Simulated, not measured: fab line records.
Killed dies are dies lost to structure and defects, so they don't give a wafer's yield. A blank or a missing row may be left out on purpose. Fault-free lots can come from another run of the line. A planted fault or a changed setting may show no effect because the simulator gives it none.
Chamber matching :: flow berkeley cmos170 :: 4 sister chambers for UCB170_V1_CMP_02 on cmp-02
The step polishes SiO2. 4 wafers are shown with their chamber, then 7 later ones without.

== WAFERS WITH THEIR CHAMBER ==
wafer: L577.4
chamber: 1
motor current A (A): 17.2

wafer: L582.1
chamber: 0
motor current A (A): 18.0

wafer: L587.1
chamber: 2
motor current A (A): 14.6

wafer: L587.3
chamber: 3
motor current A (A): 13.8

== WAFERS WITH NO CHAMBER GIVEN ==
wafer: L587.6
motor current A (A): 18.3

wafer: L594.3
motor current A (A): 17.3

wafer: L594.4
motor current A (A): 15.7

wafer: L594.5
motor current A (A): 17.4

wafer: L595.1
motor current A (A): 17.3

wafer: L595.3
motor current A (A): 14.6

wafer: L595.5
motor current A (A): 16.9

== THE CHAMBER EACH PASSED THROUGH ==
wafer: L587.6
from the rows above: can't be placed: 0 or 1
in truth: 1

wafer: L594.3
from the rows above: can't be placed: 1 or 0
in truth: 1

wafer: L594.4
from the rows above: can't be placed: 2 or 1 or 3
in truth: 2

wafer: L594.5
from the rows above: can't be placed: 1 or 0
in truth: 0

wafer: L595.1
from the rows above: can't be placed: 1 or 0
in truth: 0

wafer: L595.3
from the rows above: can't be placed: 2 or 3
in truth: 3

wafer: L595.5
from the rows above: can't be placed: 1 or 0
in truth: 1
Placed correctly: 0 of 7. Not placeable from these rows: 7 (in 7, the candidates include the true chamber). 0 placed wrongly.
How it was worked out, from the rows above alone: a wafer's distance from a chamber is the root of the sum, over the readings, of the square of ((its reading less the chamber's mean) divided by the reading's scatter). The wafer belongs to the nearest chamber; if the next one is less than 2 further off, it can't be placed. The mean given for a chamber averages the wafers shown for that chamber. The scatter: with one shown wafer a chamber, the root of the mean of the squares of how far each hidden wafer lies from its nearest shown one.
